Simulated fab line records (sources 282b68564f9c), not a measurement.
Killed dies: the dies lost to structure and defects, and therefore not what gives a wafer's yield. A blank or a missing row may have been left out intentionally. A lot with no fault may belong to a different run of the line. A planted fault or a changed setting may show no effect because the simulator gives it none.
fab line records -- flow ritCmos
record: lots: 6, wafers: 18, lastDay: 7
route steps=202 shown PSD@144 SDANNEAL@153
lots with no fault: from the same line, run without faults
startH: hours from the record's first day to the start of the lot's first wafer shown -- waitH: hours elapsed since this lot's preceding step -- " same as the row above -- L1.1+2: one row covering several wafers at once -- - either no value or no given start -- * or withheld: withheld -- < > ~ a bound
route shown NAME@n: names a module that has steps shown in the file, with the first one's number in the route -- usual: mean/standard deviation taken from wafers without a fault -- same: alike in all rows -- chamber/n: place in a boat -- sites: the reading at each site -- _std_site: their standard deviation -- _edge_site: mean of outer sites minus mean of inner sites -- radiusMm: how far each site lies from the wafer's centre -- mask NAME#n: copy n -- behind: the tool/chamber that last shaped the wafer -- hold: why the lot was held/for how many hours/how that ended -- device: which transistor (n, p or np) failed to switch -- end of line: tests of these same wafers at the route's end -- for a step that has no rows: nothing shown but its recipe -- killed: the dies lost at the first sort to structure and to defects; this is not the yield of the wafer -- map: the dies of a wafer, with x for killed, . for not killed, _ for no die there
set.NAME: setting as actually run; set.NAME@STEP: the setting as run at that earlier step -- model.NAME: the simulator's own value behind a step, which no gauge read
a table for each step, a row for each wafer; lots at some steps of the route
services: the hour from which a tool's chamber was out of use, counted from the record's first day as startH (under 0 if before that day), plus the number of hours and why
== steps ==
step: RIT_PSD_SOFTBAKE_02
recipe: resist: NOVOLAK, tempC: 90, timeS: 60
step: RIT_PSD_EXPOSE_03
recipe: maskId: M10, na: 0.57, targetCdNm: 40900, doseMj: 250
step: RIT_PSD_PEB_04
recipe: resist: NOVOLAK, tempC: withheld, timeS: withheld
step: RIT_PSD_DEVELOP_05
recipe: resist: NOVOLAK, developTimeS: 50, devTempC: 23
step: RIT_PSD_OVL_MEAS_06
usual: PSD_OVL: 0.1/1.3
lot.wafer,tool,chamber,startH,waitH,PSD_OVL[nm]
L634.2,overlay-02,-,62.44,-,-0.6
L634.3,overlay-02,-,62.44,-,-0.3
L634.5,overlay-02,-,62.44,-,0.6
L635.2,overlay-01,-,68.44,-,-0.8
L635.3,overlay-01,-,68.44,-,0.9
L635.5,overlay-01,-,68.44,-,0.4
L636.1,overlay-01,-,73.73,-,0.2
L636.3,overlay-01,-,73.73,-,0.3
L636.5,overlay-01,-,73.73,-,1.7
L647.1,overlay-01,-,127.99,-,0.8
L647.5,overlay-01,-,127.99,-,0.4
L647.6,overlay-01,-,127.99,-,0.4
L650.1,overlay-01,-,142.96,-,0.7
L650.2,overlay-01,-,142.96,-,0.2
L650.4,overlay-01,-,142.96,-,0.4
L654.3,overlay-01,-,165.16,-,-0.1
L654.5,overlay-01,-,165.16,-,-2.1
L654.6,overlay-01,-,165.16,-,-2.4
step: RIT_PSD_HARDBAKE_07
recipe: resist: NOVOLAK, tempC: 141, timeS: 60
step: RIT_PSD_IMPLANT_08
recipe: species: BF2, energyKev: 27, doseCm2: 5e+15, tiltDeg: 7
step: RIT_PSD_STRIP_09
recipe: chemistry: O2, timeS: 180, resist: NOVOLAK, platenTempC: withheld, powerW: 500, pressureMtorr: 4000, o2FlowSccm: 4000
usual: drypumpMotorCurrentA: 5.8/0.41, o2FlowSccm: 4000/12, rfReflPowerW: 6.1/0.95
lot.wafer,tool,chamber,startH,waitH,drypumpMotorCurrentA,o2FlowSccm,rfHoursCounterH,rfReflPowerW
L634.2,plasmaAsher-03,0,62.77,0.1,6.1,4016,30,5.9
L634.3,plasmaAsher-03,0,62.77,0.1,6.1,4002,-,5.9
L634.5,plasmaAsher-03,1,62.77,0.1,5.7,4012,-,7.0
L635.2,plasmaAsher-03,0,68.77,0.1,6.1,4003,30,6.0
L635.3,plasmaAsher-03,1,68.77,0.1,5.7,3982,-,6.8
L635.5,plasmaAsher-03,0,68.77,0.1,6.1,4016,-,5.9
L636.1,plasmaAsher-04,0,74.06,0.1,6.3,4002,43,5.1
L636.3,plasmaAsher-04,1,74.06,0.1,5.3,4000,-,4.3
L636.5,plasmaAsher-04,1,74.06,0.1,5.3,4005,-,4.3
L647.1,plasmaAsher-01,1,128.32,0.1,5.3,4001,1,5.9
L647.5,plasmaAsher-01,1,128.32,0.1,5.3,4001,-,6.0
L647.6,plasmaAsher-01,0,128.32,0.1,6.2,3988,-,7.2
L650.1,plasmaAsher-03,1,143.30,0.1,5.7,3998,38,7.0
L650.2,plasmaAsher-03,0,143.30,0.1,6.1,4005,38,6.1
L650.4,plasmaAsher-03,0,143.30,0.1,6.1,4002,-,5.6
L654.3,plasmaAsher-04,1,165.54,0.1,5.3,3993,-,4.2
L654.5,plasmaAsher-04,1,165.54,0.1,5.3,3999,-,4.2
L654.6,plasmaAsher-04,0,165.54,0.1,6.3,3994,-,4.5
step: RIT_PSD_TW_MEAS_10
usual: PSD_TW: 3428/23
lot.wafer,tool,chamber,startH,waitH,PSD_TW
L634.2,filmMetro-01,-,62.95,0.1,3429
L634.3,filmMetro-01,-,62.95,0.1,3433
L634.5,filmMetro-01,-,62.95,0.1,3442
L635.2,filmMetro-01,-,68.96,0.1,3424
L635.3,filmMetro-01,-,68.96,0.1,3441
L635.5,filmMetro-01,-,68.96,0.1,3426
L636.1,filmMetro-01,-,74.24,0.1,3460
L636.3,filmMetro-01,-,74.24,0.1,3467
L636.5,filmMetro-01,-,74.24,0.1,3456
L647.1,filmMetro-02,-,128.50,0.1,3411
L647.5,filmMetro-02,-,128.50,0.1,3418
L647.6,filmMetro-02,-,128.50,0.1,3409
L650.1,filmMetro-01,-,143.47,0.1,3423
L650.2,filmMetro-01,-,143.47,0.1,3421
L650.4,filmMetro-01,-,143.47,0.1,3441
L654.3,filmMetro-03,-,165.68,0.1,3464
L654.5,filmMetro-03,-,165.68,0.1,3462
L654.6,filmMetro-03,-,165.68,0.1,3457
step: RIT_SDANNEAL_CLEAN_00
recipe: chemistry: SC1, mix: 3:3:50, timeS: 600, tempC: 75
step: RIT_SDANNEAL_CLEAN_01
recipe: chemistry: dHF, dilution: 50:1, timeS: 30
step: RIT_SDANNEAL_CLEAN_02
recipe: chemistry: SC2, mix: 3:3:50, timeS: 600, tempC: 75, dry: n2Spin
step: RIT_SDANNEAL_RTA_03
recipe: tempC: 1050, timeS: 5, idleTempC: 600, rampUpCPerS: 342, rampDownCPerS: 171, coolToC: 600, ambient: N2
usual: annealTempCMax: 1053.9/1.3, chamberO2Ppm: 2.002/0.021, wafer_temp_C_max: 1053.5/1.1
lot.wafer,tool,chamber,startH,waitH,annealTempCMax,chamberO2Ppm,wafer_temp_C_max
L634.2,rtpAnneal-02,0,63.41,0.0,1053.8,1.982,1054.4
L634.3,rtpAnneal-02,0,63.41,0.0,1053.1,2.022,1053.5
L634.5,rtpAnneal-02,0,63.41,0.0,1052.2,1.996,1053.2
L635.2,rtpAnneal-01,-,69.39,0.0,-,-,-
L635.3,rtpAnneal-01,-,69.39,0.0,-,-,-
L635.5,rtpAnneal-01,-,69.39,0.0,-,-,-
L636.1,rtpAnneal-02,-,74.70,0.0,-,-,-
L636.3,rtpAnneal-02,-,74.70,0.0,-,-,-
L636.5,rtpAnneal-02,-,74.70,0.0,-,-,-
L647.1,rtpAnneal-01,0,128.96,0.0,1054.9,1.986,1053.1
L647.5,rtpAnneal-01,0,128.96,0.0,1054.0,2.040,1052.9
L647.6,rtpAnneal-01,0,128.96,0.0,1055.2,2.001,1052.1
L650.1,rtpAnneal-02,0,143.92,0.0,1052.9,2.014,1052.4
L650.2,rtpAnneal-02,0,143.92,0.0,1052.2,1.987,1052.1
L650.4,rtpAnneal-02,0,143.92,0.0,1052.4,1.993,1054.3
L654.3,rtpAnneal-02,0,166.11,0.0,1052.0,1.987,1053.0
L654.5,rtpAnneal-02,0,166.11,0.0,1053.8,2.007,1054.0
L654.6,rtpAnneal-02,0,166.11,0.0,1052.7,1.989,1052.2
== services ==
tool,chamber,startH,hours,kind
plasmaAsher-04,-,40.20,13.1,repair
plasmaAsher-03,-,71.77,2.8,pm
plasmaAsher-04,-,83.19,3.2,repair
plasmaAsher-01,-,108.75,9.0,pm
plasmaAsher-01,0,108.75,9.0,ventCycle
plasmaAsher-01,1,108.75,9.0,ventCycle
plasmaAsher-01,0,117.75,-,clean
plasmaAsher-01,1,117.75,-,clean
plasmaAsher-04,-,139.44,1.2,repair
== key ==
firstSign: step: RIT_SDANNEAL_RTA_03, reading: toolRecord, direction: missing
effect none on later readings
metAt RIT_SDANNEAL_RTA_03
struckWafers L635.2,L635.3,L635.5,L636.1,L636.3,L636.5
laterRowsLeftOut L635.2,L635.3,L635.5,L636.1,L636.3,L636.5
sortLeftOut L635.2,L635.3,L635.5,L636.1,L636.3,L636.5
testerLeftOut L635,L636
onsetBetween 63.41 69.39
fault: kind: skippedStepWhole, tool: rtpAnneal-01,rtpAnneal-02, chamber: -, onsetH: 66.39, steps: RIT_SDANNEAL_RTA_03, scope: struckLotsOnly
testerLeftOut: of these lots the tester's yield and bins aren't shown, on N5 and GAA mostly nor the transistor test; their killed dies are dies lost to structure and defects alone, not to doping, threshold or leakage, so they don't give the yield
sortLeftOut: the simulated sort isn't trusted on such a fault, so these wafers' sort isn't shown, and their yield isn't known
laterRowsLeftOut: the simulator's readings of these wafers behind a module that went badly wrong aren't trusted and aren't shown, but for the sort
